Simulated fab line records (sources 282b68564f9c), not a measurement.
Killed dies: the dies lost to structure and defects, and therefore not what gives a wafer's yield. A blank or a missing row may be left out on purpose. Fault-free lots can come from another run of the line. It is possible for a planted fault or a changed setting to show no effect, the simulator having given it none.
fab line records    flow ritCmos
record: lots: 13  wafers: 39  lastDay: 8
route steps=202 shown NSD@140 PSD@148 SILICIDE@162 M1@202
lots with no fault: from the same line, run without faults
startH: start of the lot's first displayed wafer, in hours after the record's first day    waitH: time in hours since the lot's previous step    " repeats the value in the row above    L1.1+2: a single row standing in for several wafers    - value missing, or start not given    * or withheld: withheld    < > ~ a bound
route shown NAME@n: NAME is a module with steps in the file, n the number in the route of the first one    usual: average and standard deviation across the fault-free wafers    same: alike in all rows    chamber/n: place in a boat    sites: per-site readings    _std_site: how widely they spread, as a standard deviation    _edge_site: the outer-site mean with the inner-site mean subtracted    radiusMm: how far each site lies from the wafer's centre    mask NAME#n: copy n    behind: the tool/chamber that last shaped the wafer    hold: why the lot was held/for how many hours/how that ended    device: whichever transistor did not switch (one of n, p or np)    end of line: the tests these same wafers got at the end of their route    a step given without rows: its recipe and nothing more    killed: the dies lost at the first sort to structure and to defects; this is not the yield of the wafer    map: a wafer's dies, x killed, . not, _ none there
set.NAME: the setting that was run; set.NAME@STEP: the one run at that earlier step    model.NAME: the simulator's own value behind a step, which no gauge read
a sample of lots followed through the steps of the route, with each step as a table and each wafer as a row
services: the hour from which a tool's chamber was out of use, counted from the record's first day as startH (under 0 if before that day), plus the number of hours and why
== steps ==
step: RIT_NSD_STRIP_09
recipe: chemistry: O2  timeS: 180  resist: NOVOLAK  platenTempC: withheld  powerW: 500  pressureMtorr: 4000  o2FlowSccm: 4000
usual: drypumpMotorCurrentA: 5.7/0.37
lot.wafer  tool            chamber  startH  waitH  drypumpMotorCurrentA  rfHoursCounterH
L871.1     plasmaAsher-03  1        54.24   0.1    5.2                   41
L871.2     "               0        "       "      6.0                   41
L871.4     "               0        "       "      6.0                   -
L872.2     plasmaAsher-03  0        55.55   0.1    6.0                   41
L872.4     "               1        "       "      5.2                   -
L872.6     "               0        "       "      6.0                   -
L873.4     plasmaAsher-03  1        62.23   0.1    5.2                   -
L873.5     "               1        "       "      5.2                   -
L873.6     "               0        "       "      6.0                   -
L874.1     plasmaAsher-01  1        64.59   0.1    6.1                   23
L874.4     "               1        "       "      6.1                   -
L874.6     "               0        "       "      5.6                   -
L875.1     plasmaAsher-01  0        71.50   0.1    5.6                   23
L875.3     "               0        "       "      5.6                   -
L875.6     "               1        "       "      6.1                   -
L877.1     plasmaAsher-01  1        83.96   0.1    6.1                   24
L877.3     "               1        "       "      6.1                   -
L877.5     "               1        "       "      6.2                   -
L878.1     plasmaAsher-04  1        89.43   0.1    5.1                   47
L878.3     "               0        "       "      5.7                   -
L878.4     "               1        "       "      5.1                   -
L879.4     plasmaAsher-03  1        96.06   0.1    5.2                   -
L879.5     "               0        "       "      6.0                   -
L879.6     "               1        "       "      5.2                   -
L880.3     plasmaAsher-01  0        98.74   0.1    5.6                   -
L880.4     "               1        "       "      6.1                   -
L880.6     "               1        "       "      6.1                   -
L888.1     plasmaAsher-04  0        136.28  0.1    5.7                   2
L888.3     "               0        "       "      5.7                   -
L888.4     "               1        "       "      5.1                   -
L890.1     plasmaAsher-01  1        145.30  0.1    6.1                   31
L890.3     "               0        "       "      5.6                   -
L890.5     "               0        "       "      5.6                   -
L893.1     plasmaAsher-01  0        172.76  0.1    5.6                   33
L893.3     "               0        "       "      5.6                   -
L893.6     "               1        "       "      6.1                   -
L894.1     plasmaAsher-01  1        177.81  0.1    6.1                   33
L894.2     "               0        "       "      5.6                   33
L894.3     "               1        "       "      6.1                   -
step: RIT_NSD_TW_MEAS_10
usual: NSD_TW: 3129/21
lot.wafer  tool          chamber  startH  waitH  NSD_TW
L871.1     filmMetro-01  -        54.41   0.1    3134
L871.2     "             -        "       "      3123
L871.4     "             -        "       "      3112
L872.2     filmMetro-01  -        55.74   0.1    3110
L872.4     "             -        "       "      3121
L872.6     "             -        "       "      3120
L873.4     filmMetro-03  -        62.38   0.1    3111
L873.5     "             -        "       "      3105
L873.6     "             -        "       "      3090
L874.1     filmMetro-04  -        64.77   0.1    3160
L874.4     "             -        "       "      3180
L874.6     "             -        "       "      3163
L875.1     filmMetro-04  -        71.68   0.1    3143
L875.3     "             -        "       "      3161
L875.6     "             -        "       "      3163
L877.1     filmMetro-04  -        84.14   0.1    3148
L877.3     "             -        "       "      3124
L877.5     "             -        "       "      3141
L878.1     filmMetro-04  -        89.61   0.1    3125
L878.3     "             -        "       "      3126
L878.4     "             -        "       "      3152
L879.4     filmMetro-01  -        96.21   0.1    3147
L879.5     "             -        "       "      3127
L879.6     "             -        "       "      3129
L880.3     filmMetro-04  -        98.87   0.1    3150
L880.4     "             -        "       "      3152
L880.6     "             -        "       "      3135
L888.1     filmMetro-01  -        136.45  0.1    3111
L888.3     "             -        "       "      3123
L888.4     "             -        "       "      3120
L890.1     filmMetro-01  -        145.47  0.1    3121
L890.3     "             -        "       "      3150
L890.5     "             -        "       "      3126
L893.1     filmMetro-03  -        172.93  0.1    3095
L893.3     "             -        "       "      3096
L893.6     "             -        "       "      3091
L894.1     filmMetro-03  -        177.98  0.1    3085
L894.2     "             -        "       "      3100
L894.3     "             -        "       "      3084
step: RIT_PSD_OVL_MEAS_06
usual: PSD_OVL: 0.0/1.5
lot.wafer  tool        chamber  startH  waitH  PSD_OVL[nm]
L871.1     overlay-01  -        55.32   -      2.8
L871.2     "           -        "       "      2.1
L871.4     "           -        "       "      2.8
L872.2     overlay-01  -        56.64   -      -1.3
L872.4     "           -        "       "      -1.3
L872.6     "           -        "       "      0.3
L873.4     overlay-02  -        63.27   -      2.2
L873.5     "           -        "       "      2.8
L873.6     "           -        "       "      1.6
L874.1     overlay-02  -        65.85   -      0.0
L874.4     "           -        "       "      -0.4
L874.6     "           -        "       "      -0.5
L875.1     overlay-02  -        72.72   -      1.1
L875.3     "           -        "       "      -0.5
L875.6     "           -        "       "      0.5
L877.1     overlay-01  -        85.17   -      -1.4
L877.3     "           -        "       "      -1.4
L877.5     "           -        "       "      -0.9
L878.1     overlay-01  -        90.65   -      1.6
L878.3     "           -        "       "      0.9
L878.4     "           -        "       "      1.9
L879.4     overlay-01  -        97.23   -      -0.7
L879.5     "           -        "       "      -0.4
L879.6     "           -        "       "      -0.1
L880.3     overlay-02  -        99.90   -      1.9
L880.4     "           -        "       "      0.4
L880.6     "           -        "       "      1.5
L888.1     overlay-01  -        137.36  -      -0.8
L888.3     "           -        "       "      -1.7
L888.4     "           -        "       "      -2.2
L890.1     overlay-02  -        146.51  -      0.0
L890.3     "           -        "       "      -0.9
L890.5     "           -        "       "      -0.4
L893.1     overlay-01  -        173.97  -      -0.2
L893.3     "           -        "       "      -1.4
L893.6     "           -        "       "      -0.9
L894.1     overlay-01  -        178.89  -      -0.2
L894.2     "           -        "       "      -1.9
L894.3     "           -        "       "      -2.0
step: RIT_SILICIDE_SPUTTER_01
recipe: material: Ti  targetThkNm: 30  powerW: 350  chamberPressurePa: 0.667  gas: Ar  timeS: 240  substrateTempC: 25
usual: throttleValvePct: 30.0/0.62
lot.wafer  tool           chamber  startH  waitH  throttleValvePct
L871.1     pvdSputter-01  -        56.81   0.0    30.5
L871.2     "              -        "       "      29.8
L871.4     "              -        "       "      29.1
L872.2     pvdSputter-03  -        58.13   0.0    31.0
L872.4     "              -        "       "      30.5
L872.6     "              -        "       "      31.0
L873.4     pvdSputter-01  -        64.74   0.0    30.3
L873.5     "              -        "       "      29.9
L873.6     "              -        "       "      30.5
L874.1     pvdSputter-03  -        67.33   0.0    30.1
L874.4     "              -        "       "      28.4
L874.6     "              -        "       "      30.1
L875.1     pvdSputter-01  -        74.24   0.0    30.2
L875.3     "              -        "       "      29.5
L875.6     "              -        "       "      29.5
L877.1     pvdSputter-01  -        86.66   0.0    30.4
L877.3     "              -        "       "      29.4
L877.5     "              -        "       "      29.7
L878.1     pvdSputter-04  -        92.16   0.0    31.1
L878.3     "              -        "       "      30.1
L878.4     "              -        "       "      30.8
L879.4     pvdSputter-01  -        98.70   0.0    29.7
L879.5     "              -        "       "      29.5
L879.6     "              -        "       "      29.2
L880.3     pvdSputter-03  -        101.50  0.0    30.5
L880.4     "              -        "       "      28.9
L880.6     "              -        "       "      30.0
L888.1     pvdSputter-04  -        138.85  0.0    29.7
L888.3     "              -        "       "      29.3
L888.4     "              -        "       "      30.7
L890.1     pvdSputter-03  -        148.00  0.0    28.6
L890.3     "              -        "       "      30.4
L890.5     "              -        "       "      30.9
L893.1     pvdSputter-03  -        175.66  0.0    30.5
L893.3     "              -        "       "      31.2
L893.6     "              -        "       "      30.0
L894.1     pvdSputter-01  -        180.39  0.0    30.5
L894.2     "              -        "       "      29.8
L894.3     "              -        "       "      29.5
step: RIT_SILICIDE_RS_MEAS_02
recipe: thkMeasGauge: four-point-probe  reads: Ti_of_SILICIDE_SPUTTER_01
usual: SILICIDE_TI_RS: 47.8/0.48
lot.wafer  tool          chamber  startH  waitH  SILICIDE_TI_RS[ohm/sq]
L871.1     filmMetro-02  -        56.96   0.1    47.7
L871.2     "             -        "       "      47.0
L871.4     "             -        "       "      47.2
L872.2     filmMetro-02  -        58.30   0.1    48.3
L872.4     "             -        "       "      48.7
L872.6     "             -        "       "      48.5
L873.4     filmMetro-02  -        64.95   0.1    47.8
L873.5     "             -        "       "      47.7
L873.6     "             -        "       "      47.7
L874.1     filmMetro-02  -        67.48   0.1    47.5
L874.4     "             -        "       "      46.8
L874.6     "             -        "       "      47.6
L875.1     filmMetro-01  -        74.39   0.1    47.8
L875.3     "             -        "       "      47.7
L875.6     "             -        "       "      47.4
L877.1     filmMetro-01  -        86.81   0.1    47.2
L877.3     "             -        "       "      47.6
L877.5     "             -        "       "      47.3
L878.1     filmMetro-03  -        92.31   0.1    47.7
L878.3     "             -        "       "      47.9
L878.4     "             -        "       "      47.9
L879.4     filmMetro-03  -        98.91   0.1    47.8
L879.5     "             -        "       "      48.7
L879.6     "             -        "       "      44.9
L880.3     filmMetro-03  -        101.69  0.1    47.9
L880.4     "             -        "       "      47.6
L880.6     "             -        "       "      48.0
L888.1     filmMetro-03  -        139.00  0.1    48.0
L888.3     "             -        "       "      47.5
L888.4     "             -        "       "      47.9
L890.1     filmMetro-03  -        148.15  0.1    47.9
L890.3     "             -        "       "      48.6
L890.5     "             -        "       "      48.2
L893.1     filmMetro-03  -        175.81  0.1    48.8
L893.3     "             -        "       "      47.7
L893.6     "             -        "       "      47.6
L894.1     filmMetro-02  -        180.54  0.1    48.4
L894.2     "             -        "       "      47.0
L894.3     "             -        "       "      47.3
step: RIT_SILICIDE_THK_MEAS_03
recipe: thkMeasGauge: xrf  reads: Ti_of_SILICIDE_SPUTTER_01
usual: SILICIDE_TI_THK: 30.27/0.29
lot.wafer  tool          chamber  startH  waitH  SILICIDE_TI_THK[nm]
L871.1     filmMetro-02  -        57.08   0.1    30.44
L871.2     "             -        "       "      30.91
L871.4     "             -        "       "      30.81
L872.2     filmMetro-02  -        58.41   0.1    30.30
L872.4     "             -        "       "      29.83
L872.6     "             -        "       "      29.90
L873.4     filmMetro-02  -        65.04   0.1    30.57
L873.5     "             -        "       "      30.45
L873.6     "             -        "       "      30.46
L874.1     filmMetro-02  -        67.60   0.1    30.63
L874.4     "             -        "       "      30.86
L874.6     "             -        "       "      30.58
L875.1     filmMetro-01  -        74.51   0.1    29.84
L875.3     "             -        "       "      30.22
L875.6     "             -        "       "      30.13
L877.1     filmMetro-01  -        86.93   0.1    30.41
L877.3     "             -        "       "      29.96
L877.5     "             -        "       "      30.36
L878.1     filmMetro-03  -        92.43   0.1    30.46
L878.3     "             -        "       "      30.23
L878.4     "             -        "       "      30.29
L879.4     filmMetro-03  -        99.00   0.1    30.32
L879.5     "             -        "       "      29.89
L879.6     "             -        "       "      31.96
L880.3     filmMetro-03  -        101.79  0.1    30.15
L880.4     "             -        "       "      30.47
L880.6     "             -        "       "      30.10
L888.1     filmMetro-03  -        139.12  0.1    30.41
L888.3     "             -        "       "      30.56
L888.4     "             -        "       "      30.21
L890.1     filmMetro-03  -        148.27  0.1    30.01
L890.3     "             -        "       "      29.84
L890.5     "             -        "       "      30.10
L893.1     filmMetro-03  -        175.93  0.1    29.76
L893.3     "             -        "       "      30.18
L893.6     "             -        "       "      30.33
L894.1     filmMetro-02  -        180.66  0.1    30.03
L894.2     "             -        "       "      30.53
L894.3     "             -        "       "      30.42
step: RIT_M1_PROBE_99
usual: killedAtContacts: 0.1/0.23  killedAtFrontEnd: 7/3  killedDies: 7/3  killedOpen: 3.3/1.8  killedShort: 3.3/2.2
same: grossDies: 264  killed_at_M0_to_M3: 0  killed_at_M4_up: 0  killedAtBackSide: 0  killedAtOther: 0
lot.wafer  tool       chamber  startH  waitH  killedAtContacts  killedAtFrontEnd  killedDies  killedOpen  killedShort
L877.1     prober-01  -        100.77  0.1    0                 4                 4           1           3
L877.3     prober-01  -        100.87  0.2    0                 6                 6           3           3
L877.5     prober-01  -        100.97  0.2    0                 5                 5           3           2
L878.1     prober-02  -        100.77  0.1    0                 5                 5           3           2
L878.3     prober-02  -        100.87  0.2    0                 9                 9           5           4
L878.4     prober-02  -        100.92  0.2    0                 4                 4           3           1
L879.4     prober-02  -        106.04  0.2    0                 7                 7           3           4
L879.5     prober-02  -        106.09  0.2    0                 9                 9           4           5
L879.6     prober-02  -        106.14  0.2    0                 5                 5           2           3
L880.3     prober-01  -        109.28  0.2    0                 8                 8           6           2
L880.4     prober-01  -        109.33  0.2    0                 9                 9           4           5
L880.6     prober-01  -        109.43  0.2    0                 8                 8           4           4
L890.1     prober-01  -        155.61  0.1    0                 7                 7           4           3
L890.3     prober-01  -        155.71  0.2    0                 7                 7           1           6
L890.5     prober-01  -        155.81  0.2    0                 4                 4           2           2
L893.1     prober-01  -        182.90  0.1    0                 10                10          5           5
L893.3     prober-01  -        183.00  0.2    0                 7                 7           2           5
L893.6     prober-01  -        183.15  0.2    0                 9                 9           7           2
L894.1     prober-02  -        187.40  0.1    0                 3                 3           2           1
L894.2     prober-02  -        187.45  0.1    0                 13                13          6           7
L894.3     prober-02  -        187.50  0.2    0                 5                 5           3           2
killed by level:class
L877.1 GATE:geometricParticle:short=2 FOX1:geometricParticle:short=1 GATE:geometricParticle:open=1
L878.1 FOX1:geometricParticle:short=2 GATE:geometricParticle:open=2 REOX:geometricParticle:open=1
L877.3 SPACER:geometricParticle:open=2 FOX1:geometricParticle:open=1 FOX1:geometricParticle:short=1 GATE:geometricParticle:short=1 SPACER:geometricParticle:short=1
L878.3 GATE:geometricParticle:open=3 FOX1:geometricParticle:open=2 FOX2:geometricParticle:short=2 GATE:geometricParticle:short=1 SPACER:geometricParticle:short=1
L878.4 GATE:geometricParticle:open=2 SPACER:geometricParticle:short=1 SPACER:geometricParticle:open=1
L877.5 FOX1:geometricParticle:short=1 FOX1:geometricParticle:open=1 FOX2:geometricParticle:open=1 REOX:geometricParticle:open=1 SILICIDE:geometricParticle:short=1
L879.4 GATE:geometricParticle:open=3 FOX1:geometricParticle:short=1 GATE:geometricParticle:short=1 SPACER:geometricParticle:short=1 SILICIDE:geometricParticle:short=1
L879.5 GATE:geometricParticle:short=3 FOX1:geometricParticle:open=1 FOX2:geometricParticle:short=1 GATE:geometricParticle:open=1 SPACER:geometricParticle:open=1 SILICIDE:geometricParticle:short=1 SILICIDE:geometricParticle:open=1
L879.6 GATE:geometricParticle:short=2 GATE:geometricParticle:open=2 SPACER:geometricParticle:short=1
L880.3 SPACER:geometricParticle:open=2 SILICIDE:geometricParticle:open=2 FOX1:geometricParticle:open=1 GATE:geometricParticle:open=1 GATE:geometricParticle:short=1 REOX:geometricParticle:short=1
L880.4 REOX:geometricParticle:open=2 SPACER:geometricParticle:short=2 FOX1:geometricParticle:short=1 FOX1:geometricParticle:open=1 GATE:geometricParticle:short=1 GATE:geometricParticle:open=1 SILICIDE:geometricParticle:short=1
L880.6 GATE:geometricParticle:open=2 GATE:geometricParticle:short=2 FOX1:geometricParticle:short=1 FOX1:geometricParticle:open=1 REOX:geometricParticle:open=1 SPACER:geometricParticle:short=1
L890.1 GATE:geometricParticle:short=3 GATE:geometricParticle:open=2 FOX1:geometricParticle:open=1 SPACER:geometricParticle:open=1
L890.3 GATE:geometricParticle:short=3 SILICIDE:geometricParticle:short=2 FOX2:geometricParticle:open=1 SPACER:geometricParticle:short=1
L890.5 REOX:geometricParticle:short=2 REOX:geometricParticle:open=2
L893.1 FOX1:geometricParticle:short=2 FOX1:geometricParticle:open=2 REOX:geometricParticle:short=2 FOX2:geometricParticle:open=1 REOX:geometricParticle:open=1 SPACER:geometricParticle:short=1 SILICIDE:geometricParticle:open=1
L893.3 SPACER:geometricParticle:short=3 GATE:geometricParticle:open=2 FOX1:geometricParticle:short=1 GATE:geometricParticle:short=1
L893.6 FOX1:geometricParticle:open=2 SPACER:geometricParticle:open=2 GATE:geometricParticle:open=2 FOX1:geometricParticle:short=1 GATE:geometricParticle:short=1 SILICIDE:geometricParticle:open=1
L894.1 FOX2:geometricParticle:short=1 GATE:geometricParticle:open=1 SPACER:geometricParticle:open=1
L894.2 GATE:geometricParticle:open=4 GATE:geometricParticle:short=4 SPACER:geometricParticle:short=2 SPACER:geometricParticle:open=2 SILICIDE:geometricParticle:short=1
L894.3 FOX1:geometricParticle:open=1 FOX1:geometricParticle:short=1 GATE:geometricParticle:open=1 SPACER:geometricParticle:open=1 SPACER:geometricParticle:short=1
== services ==
tool            chamber  startH  hours  kind
plasmaAsher-04  -        108.75  9.0    pm
plasmaAsher-04  0        108.75  9.0    ventCycle
plasmaAsher-04  1        108.75  9.0    ventCycle
plasmaAsher-04  0        117.75  -      clean
plasmaAsher-04  1        117.75  -      clean
pvdSputter-04   -        151.10  10.1   repair
== key ==
firstSign: step: RIT_SILICIDE_RS_MEAS_02  reading: SILICIDE_TI_RS  direction: down  sigmas: 6  usual: 47.8  struck: 44.9
effect: step: RIT_SILICIDE_THK_MEAS_03  reading: SILICIDE_TI_THK  direction: up  sigmas: 5.8  usual: 30.27  struck: 31.96
metAt RIT_SILICIDE_SPUTTER_01
struckLots L879
struckWafers L879.6
testerLeftOut L879
notActingAt RIT_NSD_STRIP_09,RIT_NSD_TW_MEAS_10,RIT_PSD_OVL_MEAS_06
onsetBetween 86.66 98.70
fault: kind: processParameterDrift  tool: pvdSputter-01  chamber: -  onsetH: 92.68  steps: RIT_SILICIDE_SPUTTER_01  channel: targetThkNm  offset: 1.4878  shape: step  endH: 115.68  stated: 30  scope: struckWafersOnly
testerLeftOut: of these lots the tester's yield and bins aren't shown, on N5 and GAA mostly nor the transistor test; their killed dies are dies lost to structure and defects alone, not to doping, threshold or leakage, so they don't give the yield
